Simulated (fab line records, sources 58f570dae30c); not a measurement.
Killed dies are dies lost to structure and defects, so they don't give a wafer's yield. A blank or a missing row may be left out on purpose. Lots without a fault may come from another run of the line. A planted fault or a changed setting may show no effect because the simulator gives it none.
Which tool did it? | flow berkeley_cmos170 | 7 lots, 21 wafers sampled, at 1 step of a route of 331

WHAT THE GAUGES READ, wafer by wafer
UCB170_NSD_CD_MEAS_06: target cd 1200 nm.
lot  | measured     | on        | cd_nm (nm)
L637 | day 8 20:50  | cd_sem-02 | 1200.2 1200.3 1201.2
L638 | day 8 21:34  | cd_sem-01 | 1198.6 1200.1 1199.5
L641 | day 9 14:57  | cd_sem-01 | 1198.6 1199.3 1200.4
L645 | day 10 05:47 | cd_sem-02 | 1201.1 1201.3 1201.7
L649 | day 11 04:15 | cd_sem-01 | 1199.1 1198.5 1198.7
L655 | day 12 11:33 | cd_sem-02 | 1199.5 1200.3 1202.0
L657 | day 12 11:58 | cd_sem-02 | 1201.9 1200.0 1200.5

WHICH TOOL RAN EACH LOT (tool, then ch and the chambers of the sampled wafers, then the start)
The record holds no process step before these readings.

THE ANSWER, worked out from the rows above alone
Rule: what is usual is taken from the lots themselves. Put in order of their means at a reading, lots are off if they are a third of the lots or fewer, leave a main group of 4 or more, and stand apart from it by a gap of 3 or more times the standard deviation of the main group's means; of several such gaps the widest counts. A main group whose means are all the same, to the digits that the tables above print for the reading, isn't used. A lot without any number at a reading at which 4 lots or more have one is off too. The other lots that the step has rows for count as sound.
No lot is off at any reading shown: from this, nothing can be told.

WHAT THE SIMULATOR HAD PUT IN
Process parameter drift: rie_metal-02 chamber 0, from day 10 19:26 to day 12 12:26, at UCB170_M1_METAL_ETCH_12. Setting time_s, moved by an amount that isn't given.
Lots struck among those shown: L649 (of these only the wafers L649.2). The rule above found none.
